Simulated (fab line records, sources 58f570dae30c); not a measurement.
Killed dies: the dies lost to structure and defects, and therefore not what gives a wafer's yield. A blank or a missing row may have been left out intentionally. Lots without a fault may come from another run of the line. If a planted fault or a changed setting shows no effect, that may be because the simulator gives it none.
The tool behind it: which one?    flow berkeleyCmos170    14 lots, 42 wafers sampled, at 5 steps of a route of 331

== WHAT EACH GAUGE READ, for each wafer ==
UCB170_SACOX_THK_MEAS_02. Usual: SACOX_OXIDE_THK typically reads 14.26 nm, with standard deviation 0.27.
lot   measured     on            SACOX_OXIDE_THK (nm)  flag
L482  day 4 17:57  filmMetro-02  13.99 14.38 14.31     
L483  day 5 03:19  filmMetro-01  14.84 14.61 14.51     
L484  day 5 12:14  filmMetro-02  14.60 14.61 14.35     
L485  day 5 23:53  filmMetro-03  14.02 14.08 14.24     
L487  day 5 23:53  filmMetro-01  14.16 14.29 13.92     
L486  day 5 23:53  filmMetro-02  14.32 14.47 14.26     
L488  day 6 05:21  filmMetro-02  14.25 14.31 14.42     
L489  day 6 10:16  filmMetro-03  14.14 14.22 14.17     
L491  day 6 20:46  filmMetro-03  14.40 14.23 14.47     
L493  day 7 07:50  filmMetro-03  13.60 13.61 13.80     
L495  day 7 07:52  filmMetro-01  14.18 14.29 14.34     
L500  day 8 15:58  filmMetro-01  14.43 14.25 14.25     
L501  day 8 15:55  filmMetro-01  14.57 14.45 14.63     
L503  day 9 10:34  filmMetro-01  13.67 14.03 13.74     

UCB170_GATE_THK_MEAS_02. Usual: GATE_OXIDE_THK typically reads 6.58 nm, with standard deviation 0.12.
lot   measured      on            GATE_OXIDE_THK (nm)  flag
L482  day 5 13:02   filmMetro-01  6.57 6.69 6.54       
L483  day 5 20:43   filmMetro-02  6.78 6.60 6.59       
L484  day 6 06:04   filmMetro-02  6.63 6.76 6.73       
L485  day 6 14:07   filmMetro-03  6.54 6.48 6.47       
L487  day 6 14:06   filmMetro-02  6.27 6.31 6.33       
L486  day 6 14:10   filmMetro-02  6.58 6.52 6.45       
L488  day 6 23:19   filmMetro-03  6.63 6.63 6.63       
L489  day 7 05:37   filmMetro-01  6.71 6.71 6.67       
L491  day 7 14:27   filmMetro-02  6.70 6.79 6.81       
L493  day 7 21:21   filmMetro-02  6.66 6.59 6.65       
L495  day 7 21:17   filmMetro-03  6.68 6.60 6.53       
L500  day 9 05:53   filmMetro-01  6.67 6.61 6.59       
L501  day 9 05:53   filmMetro-02  6.48 6.57 6.57       
L503  day 10 03:23  filmMetro-02  6.61 6.62 6.58       

UCB170_GATE_CD_MEAS_12: the cd target is 350 nm. Usual: cdNm at 350.1 nm, with a standard deviation of 1.5.
lot   measured      on        cdNm (nm)          flag
L482  day 5 21:28   cdSem-01  349.8 348.1 347.9  
L483  day 6 06:43   cdSem-01  349.9 349.2 350.0  
L484  day 6 14:19   cdSem-01  350.7 351.5 351.6  
L485  day 6 21:26   cdSem-02  351.0 350.2 351.2  
L487  day 6 21:41   cdSem-02  350.9 352.0 350.6  
L486  day 6 21:59   cdSem-01  349.6 348.8 349.2  
L488  day 7 08:38   cdSem-01  350.4 350.5 350.9  
L489  day 7 12:22   cdSem-02  349.7 350.9 351.3  
L491  day 7 20:16   cdSem-02  350.0 349.4 349.6  
L493  day 8 04:34   cdSem-01  351.7 351.7 353.1  
L495  day 8 04:49   cdSem-01  349.2 350.7 349.7  
L500  day 9 11:45   cdSem-01  348.8 348.2 349.6  
L501  day 9 11:55   cdSem-02  327.3 327.1 326.4  OFF
L503  day 10 11:18  cdSem-01  323.4 324.0 323.8  OFF

== TOOL THAT RAN EACH LOT (tool first, then ch and the chambers of the sampled wafers, then the start) ==
lot   UCB170_PFIELD_STRIP_08              UCB170_GATE_SOFTBAKE_08
L482  plasmaAsher-04 ch 0,1, day 4 02:12  lithoTrack-02 ch 0, day 5 20:00
L483  plasmaAsher-04 ch 0,1, day 4 08:59  lithoTrack-04 ch 0, day 6 05:00
L484  plasmaAsher-03 ch 0,1, day 4 17:52  lithoTrack-01 ch 0, day 6 13:00
L485  plasmaAsher-03 ch 0,1, day 5 06:23  lithoTrack-01 ch 0, day 6 20:00
L487  plasmaAsher-01 ch 0,1, day 5 07:32  lithoTrack-04 ch 0, day 6 21:00
L486  plasmaAsher-04 ch 0,1, day 5 07:44  lithoTrack-02 ch 0, day 6 21:00
L488  plasmaAsher-01 ch 0,1, day 5 11:22  lithoTrack-04 ch 0, day 7 07:00
L489  plasmaAsher-03 ch 0,1, day 5 15:09  lithoTrack-02 ch 0, day 7 11:00
L491  plasmaAsher-01 ch 0,1, day 6 03:01  lithoTrack-01 ch 0, day 7 19:00
L493  plasmaAsher-03 ch 0,1, day 6 14:19  lithoTrack-04 ch 0, day 8 03:00
L495  plasmaAsher-01 ch 0,1, day 6 14:27  lithoTrack-02 ch 0, day 8 03:00
L500  plasmaAsher-03 ch 1, day 7 22:08    lithoTrack-04 ch 0, day 9 10:00
L501  plasmaAsher-04 ch 0,1, day 8 01:52  lithoTrack-01 ch 0, day 9 10:00
L503  plasmaAsher-04 ch 0,1, day 8 15:08  lithoTrack-01 ch 0, day 10 10:00
- UCB170_PFIELD_STRIP_08: strips in O2.
- UCB170_GATE_SOFTBAKE_08: time 60 s.

== WHAT THE TOOLS THEMSELVES READ (means of the sampled wafers that have a number; where no wafer has one, the mark that the record gives instead) ==
UCB170_PFIELD_STRIP_08. Usual: drypumpMotorCurrentA 5.9 A, standard deviation 0.51; oesProductAu 0.734 a.u., standard deviation 0.0049; stripTimeToEndpointS 21.86 s, standard deviation 0.055.
lot   tool            drypumpMotorCurrentA (A)  oesProductAu (a.u.)  stripTimeToEndpointS (s)  flag
L482  plasmaAsher-04  6.1                       0.735                21.90                     
L483  plasmaAsher-04  6.1                       0.736                21.88                     
L484  plasmaAsher-03  5.4                       0.733                21.86                     
L485  plasmaAsher-03  5.4                       0.734                21.83                     
L487  plasmaAsher-01  5.7                       0.732                21.89                     
L486  plasmaAsher-04  6.1                       0.735                21.88                     
L488  plasmaAsher-01  6.2                       0.739                21.89                     
L489  plasmaAsher-03  5.4                       0.736                21.92                     
L491  plasmaAsher-01  5.7                       0.735                21.84                     
L493  plasmaAsher-03  5.5                       0.737                21.79                     
L495  plasmaAsher-01  5.7                       0.739                21.88                     
L500  plasmaAsher-03  5.5                       0.727                21.85                     
L501  plasmaAsher-04  6.1                       0.737                21.87                     
L503  plasmaAsher-04  6.4                       0.735                21.97                     

UCB170_GATE_SOFTBAKE_08. Usual: chillPlateTempC 22.98 C, standard deviation 0.1; heaterPowerTotalW 56.80 W, standard deviation 0.05; plateTempC 130.03 C, standard deviation 0.16.
lot   tool           chillPlateTempC (C)  heaterPowerTotalW (W)  plateTempC (C)  flag
L482  lithoTrack-02  22.96                56.82                  130.18          
L483  lithoTrack-04  22.93                56.74                  129.89          
L484  lithoTrack-01  22.98                56.77                  129.97          
L485  lithoTrack-01  22.91                56.83                  130.02          
L487  lithoTrack-04  22.96                56.85                  130.03          
L486  lithoTrack-02  23.01                56.75                  130.06          
L488  lithoTrack-04  22.98                56.82                  130.07          
L489  lithoTrack-02  23.02                56.81                  130.14          
L491  lithoTrack-01  22.92                56.81                  130.08          
L493  lithoTrack-04  23.00                56.81                  129.87          
L495  lithoTrack-02  23.03                56.82                  130.06          
L500  lithoTrack-04  23.12                56.77                  129.98          
L501  lithoTrack-01  23.08                61.85                  138.90          OFF
L503  lithoTrack-01  22.98                61.83                  138.66          OFF

== THE ANSWER, worked out from the rows above alone ==
Rule: a lot is off if the mean of its wafers that have a number lies more than 3 standard deviations from the usual mean. A lot without any number at a reading at which 4 lots or more have one is off too. All remaining lots with rows at the step are treated as sound. First the gauges in route order, then the tools' own readings, where a lot's mean is used as printed above. The first step at which some lot is off is used, and at that step the reading that is off furthest; a lot without a number counts as furthest.
Off: L501, L503, at UCB170_GATE_CD_MEAS_12 (cdNm).
A tool fits if, at a process step before that reading, it ran every lot that is off, and no sound lot after the first of them. Not tried: the gauges at UCB170_GATE_CD_MEAS_12; whatever is off there is also off at UCB170_GATE_SOFTBAKE_08, on other tools, and gauge error can't account for it. Can't be told from this: 2 tools fit, plasmaAsher-04 at UCB170_PFIELD_STRIP_08, lithoTrack-01 at UCB170_GATE_SOFTBAKE_08.

== WHAT WAS PUT IN BY THE SIMULATOR ==
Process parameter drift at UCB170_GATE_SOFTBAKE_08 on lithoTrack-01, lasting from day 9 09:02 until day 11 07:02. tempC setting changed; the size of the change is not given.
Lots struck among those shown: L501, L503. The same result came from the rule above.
